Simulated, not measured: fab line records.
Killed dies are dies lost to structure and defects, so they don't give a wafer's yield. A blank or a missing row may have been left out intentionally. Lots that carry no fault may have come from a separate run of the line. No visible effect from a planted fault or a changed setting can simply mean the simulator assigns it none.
fab line records	flow berkeleyCmos170
record: lots: 6	wafers: 18	lastDay: 12
route steps=331 shown PSD@183 NSD@187 BACKSIDE@199 SDANNEAL@204
lots untouched by any fault: they come from a run of this same line in which no faults occurred
startH: start of the lot's first displayed wafer, in hours after the record's first day	waitH: time in hours since the lot's previous step	" same as the row above	L1.1+2: one row covering several wafers at once	- no value, or no start was given	* or withheld: withheld	< > ~ a bound
route shown NAME@n: a module of which the file shows steps, and the number in the route of the first	usual: average and standard deviation across the fault-free wafers	same: alike in all rows	chamber/n: place in a boat	sites: per-site readings	_std_site: their standard deviation	_edge_site: inner sites' mean taken away from outer sites' mean	radiusMm: how far each site lies from the wafer's centre	mask NAME#n: copy n	behind: tool/chamber where the wafer was last shaped	hold: why the lot went on hold/how many hours it stayed there/how the hold came to an end	device: transistor that didn't switch, given as n, p or np	end of line: tests of these same wafers at the route's end	a step with no rows: only its recipe	killed: not the wafer's yield, but the dies lost to structure and defects at the first sort	map: per-die view of a wafer (x killed, . not killed, _ where there is no die)
set.NAME: the run value of the setting; set.NAME@STEP: its run value at that earlier step	model.NAME: the simulator's own value behind a step, which no gauge read
certain route steps with their lots: each step a table, each wafer a row
services: the hour from which a tool's chamber was out of use, counted from the record's first day as startH (under 0 if before that day), plus the number of hours and why
== steps ==
step: UCB170_PSD_IMPLANT_08
recipe: species: B	doseCm2: 3e+15	energyKev: 20	tiltDeg: 7
step: UCB170_PSD_STRIP_09
recipe: chemistry: O2	powerW: 400	pressureMtorr: 3500	platenTempC: withheld	o2FlowSccm: 400	overashFraction: 0.5
usual: drypumpMotorCurrentA: 5.7/0.59	o2FlowSccm: 399.9/1.1	oesProductAu: 0.600/0.0044	stripTimeToEndpointS: 29.42/0.069
lot.wafer	tool	chamber	startH	waitH	drypumpMotorCurrentA	o2FlowSccm	oesProductAu	rfHoursCounterH	stripTimeToEndpointS
L602.2	plasmaAsher-01	1	154.00	0.1	6.6	400.2	0.606	43	29.32
L602.5	"	1	"	"	6.6	399.4	0.596	-	29.31
L602.6	"	0	"	"	5.3	400.1	0.597	-	29.42
L610.1	plasmaAsher-02	1	198.09	0.1	5.8	400.9	0.598	49	29.37
L610.3	"	0	"	"	6.3	399.8	0.591	-	29.42
L610.4	"	1	"	"	5.8	400.5	0.606	-	29.46
L611.1	plasmaAsher-01	0	198.21	0.1	5.3	398.2	0.594	47	29.34
L611.3	"	1	"	"	6.6	400.1	0.598	-	29.37
L611.4	"	0	"	"	5.2	399.6	0.598	-	29.31
L614.2	plasmaAsher-02	1	221.25	0.1	5.8	400.9	0.591	52	29.44
L614.3	"	0	"	"	6.4	400.4	0.598	-	29.46
L614.4	"	1	"	"	5.8	400.9	0.601	-	29.47
L619.2	plasmaAsher-04	1	241.71	0.1	5.4	399.8	0.603	51	29.32
L619.5	"	0	"	"	4.9	400.6	0.604	-	29.36
L619.6	"	1	"	"	5.4	399.1	0.593	-	29.29
L620.3	plasmaAsher-02	1	259.50	0.1	5.8	400.2	0.596	-	29.39
L620.5	"	1	"	"	5.8	401.1	0.599	-	29.42
L620.6	"	0	"	"	6.3	400.4	0.599	-	29.39
step: UCB170_PSD_TW_MEAS_10
usual: PSD_TW: 2329/26
lot.wafer	tool	chamber	startH	waitH	PSD_TW
L602.2	filmMetro-03	-	154.11	0.1	2330
L602.5	"	-	"	"	2330
L602.6	"	-	"	"	2339
L610.1	filmMetro-03	-	198.19	0.1	2317
L610.3	"	-	"	"	2319
L610.4	"	-	"	"	2326
L611.1	filmMetro-04	-	198.31	0.1	2280
L611.3	"	-	"	"	2282
L611.4	"	-	"	"	2272
L614.2	filmMetro-01	-	221.36	0.1	2346
L614.3	"	-	"	"	2360
L614.4	"	-	"	"	2362
L619.2	filmMetro-03	-	241.82	0.1	2337
L619.5	"	-	"	"	2332
L619.6	"	-	"	"	2324
L620.3	filmMetro-01	-	259.58	0.1	2352
L620.5	"	-	"	"	2362
L620.6	"	-	"	"	2355
step: UCB170_PSD_CLEAN_11
recipe: chemistry: SPM	tempC: 120	timeS: 600
step: UCB170_NSD_HMDS_00
recipe: primeTimeS: 60	primeTempC: 100
step: UCB170_NSD_COAT_01
recipe: resist: KrF	spinRpm: 1500	resistThkNm: 900
step: UCB170_NSD_SOFTBAKE_02
recipe: resist: KrF	tempC: 130	timeS: 60
step: UCB170_NSD_EXPOSE_03
recipe: maskId: NSELECT_MOD	na: 0.5	sigmaOuter: 0.6	sourceShape: conventional	targetCdNm: 1200	doseMj: 30
step: UCB170_NSD_PEB_04
recipe: pebTempC: 130	pebTimeS: withheld	resist: KrF
step: UCB170_NSD_DEVELOP_05
recipe: developer: TMAH	developTimeS: 45	resist: KrF	devTempC: 21
step: UCB170_NSD_CD_MEAS_06
recipe: targetCdNm: 1200
usual: cdNm: 1199.9/1.6
lot.wafer	tool	chamber	startH	waitH	cdNm
L602.2	cdSem-02	-	155.78	-	1199.4
L602.5	"	-	"	"	1198.9
L602.6	"	-	"	"	1197.7
L610.1	cdSem-01	-	199.35	-	1201.0
L610.3	"	-	"	"	1202.3
L610.4	"	-	"	"	1200.6
L611.1	cdSem-02	-	199.53	-	1201.6
L611.3	"	-	"	"	1201.4
L611.4	"	-	"	"	1201.2
L614.2	cdSem-02	-	225.36	-	1198.7
L614.3	"	-	"	"	1197.7
L614.4	"	-	"	"	1198.5
L619.2	cdSem-02	-	246.27	-	1200.1
L619.5	"	-	"	"	1200.2
L619.6	"	-	"	"	1199.7
L620.3	cdSem-02	-	260.90	-	1199.7
L620.5	"	-	"	"	1198.6
L620.6	"	-	"	"	1199.8
step: UCB170_NSD_OVL_MEAS_07
usual: NSD_OVL: 2/5.4
lot.wafer	tool	chamber	startH	waitH	NSD_OVL[nm]
L602.2	overlay-01	-	155.89	0.1	0
L602.5	"	-	"	"	14
L602.6	"	-	"	"	4
L610.1	overlay-01	-	199.47	0.1	-6
L610.3	"	-	"	"	-8
L610.4	"	-	"	"	5
L611.1	overlay-02	-	199.65	0.1	11
L611.3	"	-	"	"	7
L611.4	"	-	"	"	0
L614.2	overlay-02	-	225.47	0.1	11
L614.3	"	-	"	"	-7
L614.4	"	-	"	"	5
L619.2	overlay-01	-	246.38	0.1	2
L619.5	"	-	"	"	6
L619.6	"	-	"	"	3
L620.3	overlay-01	-	261.00	0.1	5
L620.5	"	-	"	"	-2
L620.6	"	-	"	"	0
step: UCB170_NSD_IMPLANT_08
recipe: species: P	doseCm2: 3e+15	energyKev: 40	tiltDeg: 7
usual: beamEnergyKeV: 40.002/0.012	beamOnS: 9.97/0.21	doseIonsCm2: 3e+15/3e+12	endStationPressureTorr: 1.26e-05/6.1e-07
lot.wafer	tool	chamber	startH	waitH	beamEnergyKeV	beamOnS	doseIonsCm2	endStationPressureTorr
L602.2	implanter-02	0	155.95	0.0	39.987	10.03	3.001e+15	1.29e-05
L602.5	"	0	"	"	39.995	9.93	2.997e+15	1.38e-05
L602.6	"	0	"	"	39.989	9.84	2.999e+15	1.12e-05
L610.1	implanter-02	-	199.51	0.0	-	-	-	-
L610.3	"	-	"	"	-	-	-	-
L610.4	"	-	"	"	-	-	-	-
L611.1	implanter-03	-	199.69	0.0	-	-	-	-
L611.3	"	-	"	"	-	-	-	-
L611.4	"	-	"	"	-	-	-	-
L614.2	implanter-02	0	225.52	0.0	40.002	9.75	3.002e+15	1.36e-05
L614.3	"	0	"	"	39.972	9.83	3.002e+15	1.31e-05
L614.4	"	0	"	"	40.009	10.22	2.998e+15	1.29e-05
L619.2	implanter-03	0	246.43	0.0	40.000	10.03	3.006e+15	1.2e-05
L619.5	"	0	"	"	40.001	10.27	3e+15	1.32e-05
L619.6	"	0	"	"	39.998	9.89	3.002e+15	1.19e-05
L620.3	implanter-02	0	261.07	0.1	39.997	10.06	2.997e+15	1.3e-05
L620.5	"	0	"	"	39.992	9.56	3e+15	1.3e-05
L620.6	"	0	"	"	39.999	9.98	2.998e+15	1.18e-05
step: UCB170_NSD_STRIP_09
recipe: chemistry: O2	powerW: 400	pressureMtorr: 3500	platenTempC: withheld	o2FlowSccm: 400	overashFraction: 0.5
usual: drypumpMotorCurrentA: 5.6/0.46	o2FlowSccm: 400.1/1.2	oesProductAu: 0.534/0.0044	stripTimeToEndpointS: 35.86/0.099
lot.wafer	tool	chamber	startH	waitH	drypumpMotorCurrentA	o2FlowSccm	oesProductAu	rfHoursCounterH	stripTimeToEndpointS
L602.2	plasmaAsher-02	1	156.07	0.1	5.8	402.7	0.528	45	35.67
L602.5	"	0	"	"	6.3	400.1	0.534	-	35.75
L602.6	"	1	"	"	5.8	401.5	0.534	-	35.80
L610.1	plasmaAsher-04	1	199.66	0.1	5.4	398.8	0.732	47	21.62
L610.3	"	0	"	"	4.9	400.1	0.741	-	21.68
L610.4	"	1	"	"	5.4	399.9	0.735	-	21.73
L611.1	plasmaAsher-03	1	199.84	0.1	5.6	399.2	0.734	8	21.69
L611.3	"	1	"	"	5.6	399.5	0.731	-	21.72
L611.4	"	0	"	"	5.6	401.3	0.734	-	21.67
L614.2	plasmaAsher-02	0	225.65	0.1	6.3	399.8	0.539	52	35.78
L614.3	"	0	"	"	6.3	400.2	0.532	-	35.85
L614.4	"	1	"	"	5.8	399.8	0.528	-	35.86
L619.2	plasmaAsher-04	0	246.56	0.1	4.9	401.0	0.528	52	35.81
L619.5	"	0	"	"	4.9	400.1	0.529	-	35.82
L619.6	"	1	"	"	5.4	398.3	0.529	-	35.75
L620.3	plasmaAsher-04	0	261.20	0.1	4.9	399.3	0.525	-	35.85
L620.5	"	1	"	"	5.4	399.2	0.533	-	35.95
L620.6	"	0	"	"	4.9	398.6	0.530	-	35.90
step: UCB170_NSD_TW_MEAS_10
usual: NSD_TW: 4196/44
lot.wafer	tool	chamber	startH	waitH	NSD_TW
L602.2	filmMetro-04	-	156.18	0.1	4141
L602.5	"	-	"	"	4094
L602.6	"	-	"	"	4083
L610.1	filmMetro-04	-	199.76	0.1	29
L610.3	"	-	"	"	30
L610.4	"	-	"	"	29
L611.1	filmMetro-03	-	199.94	0.1	30
L611.3	"	-	"	"	30
L611.4	"	-	"	"	30
L614.2	filmMetro-01	-	225.76	0.1	4283
L614.3	"	-	"	"	4228
L614.4	"	-	"	"	4259
L619.2	filmMetro-03	-	246.67	0.1	4183
L619.5	"	-	"	"	4185
L619.6	"	-	"	"	4198
L620.3	filmMetro-03	-	261.29	0.1	4188
L620.5	"	-	"	"	4194
L620.6	"	-	"	"	4197
step: UCB170_NSD_CLEAN_11
recipe: chemistry: SPM	tempC: 120	timeS: 600
step: UCB170_BACKSIDE_HMDS_00
recipe: primeTimeS: 60	primeTempC: 100
step: UCB170_BACKSIDE_COAT_01
recipe: resist: KrF	spinRpm: 1500	resistThkNm: 900
step: UCB170_BACKSIDE_SOFTBAKE_02
recipe: resist: KrF	tempC: 130	timeS: 60
step: UCB170_BACKSIDE_STRIP_03
recipe: chemistry: O2	powerW: 400	pressureMtorr: 3500	platenTempC: withheld	o2FlowSccm: 400	overashFraction: 0.5
usual: drypumpMotorCurrentA: 5.5/0.53	o2FlowSccm: 399.8/1.2	oesProductAu: 0.734/0.0045	stripTimeToEndpointS: 21.98/0.071
lot.wafer	tool	chamber	startH	waitH	drypumpMotorCurrentA	o2FlowSccm	oesProductAu	rfHoursCounterH	stripTimeToEndpointS
L602.2	plasmaAsher-01	0	156.86	0.1	5.2	401.3	0.744	43	21.92
L602.5	"	1	"	"	6.6	400.4	0.741	-	21.92
L602.6	"	0	"	"	5.2	399.6	0.736	-	21.93
L610.1	plasmaAsher-03	0	200.62	0.1	5.6	398.4	0.733	9	21.90
L610.3	"	0	"	"	5.6	397.9	0.739	-	21.93
L610.4	"	1	"	"	5.6	400.5	0.728	-	21.94
L611.1	plasmaAsher-01	0	200.64	0.1	5.2	399.9	0.733	48	22.07
L611.3	"	0	"	"	5.2	401.3	0.738	-	22.11
L611.4	"	1	"	"	6.6	399.0	0.737	-	22.02
L614.2	plasmaAsher-03	0	226.58	0.1	5.6	400.9	0.728	11	22.00
L614.3	"	0	"	"	5.5	399.8	0.735	-	21.93
L614.4	"	1	"	"	5.6	399.2	0.730	-	22.03
L619.2	plasmaAsher-01	0	247.34	0.1	5.2	400.9	0.738	52	22.06
L619.5	"	1	"	"	6.6	399.1	0.734	-	22.02
L619.6	"	0	"	"	5.3	399.1	0.732	-	22.07
L620.3	plasmaAsher-04	0	261.99	0.1	4.9	399.6	0.736	-	21.91
L620.5	"	0	"	"	4.9	400.6	0.730	-	21.99
L620.6	"	1	"	"	5.4	397.3	0.737	-	21.91
step: UCB170_BACKSIDE_CLEAN_04
recipe: chemistry: SPM	tempC: 120	timeS: 600
step: UCB170_SDANNEAL_RTA_00
recipe: tempC: 900	timeS: 10	ambient: N2
usual: lampPowerPct: 22.1/0.66	wafer_temp_C_max: 904.6/2.4
lot.wafer	tool	chamber	startH	waitH	lampPowerPct	wafer_temp_C_max
L602.2	rtpAnneal-01	0	157.14	0.0	21.5	902.5
L602.5	"	0	"	"	21.6	902.8
L602.6	"	0	"	"	21.5	903.0
L611.1	rtpAnneal-02	0	200.93	0.0	22.9	908.0
L611.3	"	0	"	"	22.9	908.5
L611.4	"	0	"	"	22.9	907.6
L610.1	rtpAnneal-01	0	201.07	0.0	21.6	903.4
L610.3	"	0	"	"	21.6	904.2
L610.4	"	0	"	"	21.6	902.2
L614.2	rtpAnneal-01	0	226.86	0.0	21.6	903.4
L614.3	"	0	"	"	21.5	903.8
L614.4	"	0	"	"	21.5	905.0
L619.2	rtpAnneal-01	0	247.65	0.0	21.5	902.9
L619.5	"	0	"	"	21.5	902.7
L619.6	"	0	"	"	21.5	902.1
L620.3	rtpAnneal-01	0	262.29	0.0	21.6	902.9
L620.5	"	0	"	"	21.5	902.9
L620.6	"	0	"	"	21.5	904.3
step: UCB170_SDANNEAL_RTA_01
recipe: tempC: 1050	timeS: 5	ambient: N2
usual: lampPowerPct: 34.1/1	wafer_temp_C_max: 1056/3.3
lot.wafer	tool	chamber	startH	waitH	lampPowerPct	wafer_temp_C_max
L602.2	rtpAnneal-01	0	157.21	0.1	33.2	1054
L602.5	"	0	"	"	33.3	1054
L602.6	"	0	"	"	33.3	1053
L611.1	rtpAnneal-02	0	201.00	0.1	35.4	1059
L611.3	"	0	"	"	35.4	1058
L611.4	"	0	"	"	35.4	1057
L610.1	rtpAnneal-01	0	201.13	0.1	33.2	1053
L610.3	"	0	"	"	33.3	1053
L610.4	"	0	"	"	33.3	1053
L614.2	rtpAnneal-01	0	226.93	0.1	33.3	1053
L614.3	"	0	"	"	33.3	1053
L614.4	"	0	"	"	33.3	1054
L619.2	rtpAnneal-01	0	247.72	0.1	33.2	1053
L619.5	"	0	"	"	33.3	1053
L619.6	"	0	"	"	33.3	1053
L620.3	rtpAnneal-01	0	262.36	0.1	33.3	1053
L620.5	"	0	"	"	33.3	1053
L620.6	"	0	"	"	33.3	1055
step: UCB170_SDANNEAL_RS_MEAS_02
recipe: thkMeasGauge: four-point-probe
usual: PSD_RS: 75.41/0.24
lot.wafer	tool	chamber	startH	waitH	PSD_RS[ohm/sq]
L602.2	filmMetro-04	-	157.28	0.1	75.70
L602.5	"	-	"	"	75.75
L602.6	"	-	"	"	75.71
L611.1	filmMetro-04	-	201.06	0.0	75.82
L611.3	"	-	"	"	75.46
L611.4	"	-	"	"	75.75
L610.1	filmMetro-01	-	201.19	0.0	75.38
L610.3	"	-	"	"	75.47
L610.4	"	-	"	"	75.07
L614.2	filmMetro-01	-	227.00	0.1	75.66
L614.3	"	-	"	"	75.32
L614.4	"	-	"	"	75.65
L619.2	filmMetro-04	-	247.79	0.1	75.13
L619.5	"	-	"	"	75.24
L619.6	"	-	"	"	75.56
L620.3	filmMetro-03	-	262.44	0.1	75.33
L620.5	"	-	"	"	75.46
L620.6	"	-	"	"	75.35
step: UCB170_SDANNEAL_RS_MEAS_03
recipe: thkMeasGauge: four-point-probe
usual: NSD_RS: 37.23/0.099
lot.wafer	tool	chamber	startH	waitH	NSD_RS[ohm/sq]
L602.2	filmMetro-04	-	157.40	0.1	37.29
L602.5	"	-	"	"	37.34
L602.6	"	-	"	"	37.22
L611.1	filmMetro-04	-	201.18	0.1	132.83
L611.3	"	-	"	"	132.76
L611.4	"	-	"	"	132.86
L610.1	filmMetro-01	-	201.31	0.1	132.70
L610.3	"	-	"	"	132.80
L610.4	"	-	"	"	132.74
L614.2	filmMetro-01	-	227.12	0.1	37.27
L614.3	"	-	"	"	37.29
L614.4	"	-	"	"	37.12
L619.2	filmMetro-04	-	247.91	0.1	37.34
L619.5	"	-	"	"	37.35
L619.6	"	-	"	"	37.31
L620.3	filmMetro-03	-	262.56	0.1	37.15
L620.5	"	-	"	"	37.20
L620.6	"	-	"	"	37.18
== services ==
tool	chamber	startH	hours	kind
implanter-03	-	144.40	7.0	pm
implanter-03	-	152.40	1.2	repair
implanter-03	-	157.03	6.0	repair
implanter-03	-	157.14	1.2	repair
implanter-03	-	163.04	10.1	pm
plasmaAsher-04	-	187.11	9.0	repair
plasmaAsher-01	-	191.03	0.8	repair
plasmaAsher-01	-	201.94	7.3	repair
implanter-02	-	232.74	7.1	pm
plasmaAsher-01	-	258.89	2.1	repair
plasmaAsher-02	-	261.78	2.5	repair
== key ==
firstSign: step: UCB170_NSD_IMPLANT_08	reading: toolRecord	direction: missing
effect: step: UCB170_NSD_STRIP_09	reading: stripTimeToEndpointS	direction: down	sigmas: 99+	usual: *	struck: *
effect: step: UCB170_NSD_TW_MEAS_10	reading: NSD_TW	direction: down	sigmas: 94	usual: 4196	struck: 30
effect: step: UCB170_SDANNEAL_RS_MEAS_03	reading: NSD_RS	direction: up	sigmas: 99+	usual: 37.23	struck: 132.78
metAt UCB170_NSD_IMPLANT_08
struckWafers L610.1,L610.3,L610.4,L611.1,L611.3,L611.4
laterRowsLeftOut L610.1,L610.3,L610.4,L611.1,L611.3,L611.4
sortLeftOut L610.1,L610.3,L610.4,L611.1,L611.3,L611.4
testerLeftOut L610,L611
onsetBetween 155.95 199.51
fault: kind: skippedStepWhole	tool: implanter-02,implanter-03	chamber: -	onsetH: 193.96	steps: UCB170_NSD_IMPLANT_08	scope: struckLotsOnly
testerLeftOut: of these lots the tester's yield and bins aren't shown, on N5 and GAA mostly nor the transistor test; their killed dies are dies lost to structure and defects alone, not to doping, threshold or leakage, so they don't give the yield
sortLeftOut: the simulated sort isn't trusted on such a fault, so these wafers' sort isn't shown, and their yield isn't known
laterRowsLeftOut: the simulator's readings of these wafers behind a module that went badly wrong aren't trusted and aren't shown, but for the sort
